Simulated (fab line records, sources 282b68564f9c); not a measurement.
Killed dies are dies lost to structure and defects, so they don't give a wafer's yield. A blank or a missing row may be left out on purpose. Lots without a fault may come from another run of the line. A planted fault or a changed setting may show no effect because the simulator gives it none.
Split-lot experiment | flow rit_cmos | 4 lots, 18 wafers read, on a route of 202 steps

THE SPLIT
At RIT_GATE_DEVELOP_15 (develop time 50 s), the setting develop_time_s was moved away from the recipe's 50 s on 8 of the 18 wafers read, by -11.5% to +14.6%. The other wafers ran this setting at the recipe's value.

FROM THE SPLIT TO THE READING: what the file shows between them, 6 steps
- RIT_NLDD_COAT_01: resist thk 1000 nm (also split here: spin_rpm)
- RIT_NLDD_SOFTBAKE_02: time 60 s
- RIT_NLDD_EXPOSE_03: exposes mask M7, target cd 40700 nm
- RIT_NLDD_DEVELOP_05: develop time 50 s
- RIT_NLDD_HARDBAKE_07: time 60 s
- RIT_PLDD_IMPLANT_08 (also split here: energy_kev)

THE READING
etest.nmos_narrow.drive_ua_um (the simulator's own value, which no gauge read), at RIT_M1_PROBE_99. The file gives no usual value for it. The 10 wafers here that ran the recipe average 202.3, standard deviation 35.

wafer  | tool, chamber at the split | develop_time_s as run, s | against the recipe | etest.nmos_narrow.drive_ua_um | against lot-mates on the recipe
L075.1 | litho_track-01, 0          | 50                       | recipe             | 226.7                         | -
L075.2 | litho_track-01, 0          | 57.3                     | +14.6%             | 251.3                         | +22.4
L075.4 | litho_track-01, 0          | 57.3                     | +14.6%             | 250.2                         | +21.3
L075.5 | litho_track-01, 0          | 50                       | recipe             | 224.7                         | -
L075.6 | litho_track-01, 0          | 50                       | recipe             | 235.2                         | -
L078.1 | litho_track-01, 0          | 55.47                    | +10.9%             | 202.2                         | +15.0
L078.2 | litho_track-01, 0          | 55.47                    | +10.9%             | 192.9                         | +5.8
L078.3 | litho_track-01, 0          | 50                       | recipe             | 187.5                         | -
L078.5 | litho_track-01, 0          | 55.47                    | +10.9%             | 196.3                         | +9.2
L078.6 | litho_track-01, 0          | 50                       | recipe             | 186.8                         | -
L080.1 | litho_track-04, 0          | 44.23                    | -11.5%             | 131.6                         | -8.2
L080.2 | litho_track-04, 0          | 44.23                    | -11.5%             | 126.7                         | -13.1
L080.3 | litho_track-04, 0          | 44.23                    | -11.5%             | 129.8                         | -10.0
L080.4 | litho_track-04, 0          | 50                       | recipe             | 140.5                         | -
L080.5 | litho_track-04, 0          | 50                       | recipe             | 139.1                         | -
L082.1 | litho_track-02, 0          | 50                       | recipe             | 228.1                         | -
L082.3 | litho_track-02, 0          | 50                       | recipe             | 226.3                         | -
L082.6 | litho_track-02, 0          | 50                       | recipe             | 228.3                         | -

THE FIT
A straight line over all 18 wafers: etest.nmos_narrow.drive_ua_um changes by +3.48 for each +1% of develop_time_s; r = +0.66; the points scatter about the line by 34.
The same after taking each lot's own level away (the mean of its wafers on the recipe; 18 wafers): +1.11 for each +1%; r = +0.93; scatter 3.6.
On that fit, the largest move of develop_time_s shifts the reading by 16.
The lots' own levels span 139.80 to 228.87, that is 2.5 times the standard deviation above.
So the lot-to-lot level blurs the effect unless lot-mates are compared.
Check: with one of the wafers moved furthest among these (+14.6%) left out of the fit, the line predicts +15.4 for it against its lot-mates. It came out at +22.4 against them.

OTHER SPLITS ON THESE WAFERS
These wafers also went through other splits before the reading. Each is held against what the fit with the lots' levels taken away leaves over:
other split on the same wafers   | wafers away from the commonest value | r with etest.nmos_narrow.drive_ua_um (lot level and that fit taken away)
RIT_ACTIVE_OXIDATION_01 temp_c   | 13                                   | +0.37
RIT_ACTIVE_ETCH_13 time_s        | 2                                    | -0.40
RIT_FOX2_WET_ETCH_03 time_s      | 10                                   | +0.16
RIT_NWELL_IMPLANT_08 energy_kev  | 7                                    | -0.19
RIT_PWELL_IMPLANT_08 energy_kev  | 6                                    | -0.16
RIT_NRETRO_IMPLANT_08 energy_kev | 6                                    | -0.08
RIT_PRETRO_COAT_01 resist_thk_nm | 6                                    | -0.18
RIT_PRETRO_IMPLANT_08 dose_cm2   | 8                                    | -0.11
RIT_GATE_OXIDATION_05 temp_c     | 13                                   | -0.29
RIT_NLDD_COAT_01 spin_rpm        | 9                                    | +0.67
RIT_PLDD_IMPLANT_08 energy_kev   | 2                                    | +0.55

THE WHOLE CHAIN: every reading that the file lists as answering this split, in the file's order
step            | what it does | reading                                                                        | change (the file's fit)           | r (the file's)
RIT_M1_PROBE_99 |              | etest.pmos_0p3.r_on_ohm_um (the simulator's own value, which no gauge read)    | -40.5 for each +1% of the setting | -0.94
RIT_M1_PROBE_99 |              | etest.pmos_turned.r_on_ohm_um (the simulator's own value, which no gauge read) | -40.8 for each +1% of the setting | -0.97
RIT_M1_PROBE_99 |              | etest.nmos_0p3.r_on_ohm_um (the simulator's own value, which no gauge read)    | -12.3 for each +1% of the setting | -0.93
RIT_M1_PROBE_99 |              | etest.pmos_0p15.r_on_ohm_um (the simulator's own value, which no gauge read)   | -41.8 for each +1% of the setting | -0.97
RIT_M1_PROBE_99 |              | etest.nmos_0p15.r_on_ohm_um (the simulator's own value, which no gauge read)   | -11.6 for each +1% of the setting | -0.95
RIT_M1_PROBE_99 |              | etest.nmos_narrow.drive_ua_um (the simulator's own value, which no gauge read) | +1.18 for each +1% of the setting | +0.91

THE FILE'S OWN FIT
etest.nmos_narrow.drive_ua_um changes by +1.18 for each +1% of develop_time_s, r = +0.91.
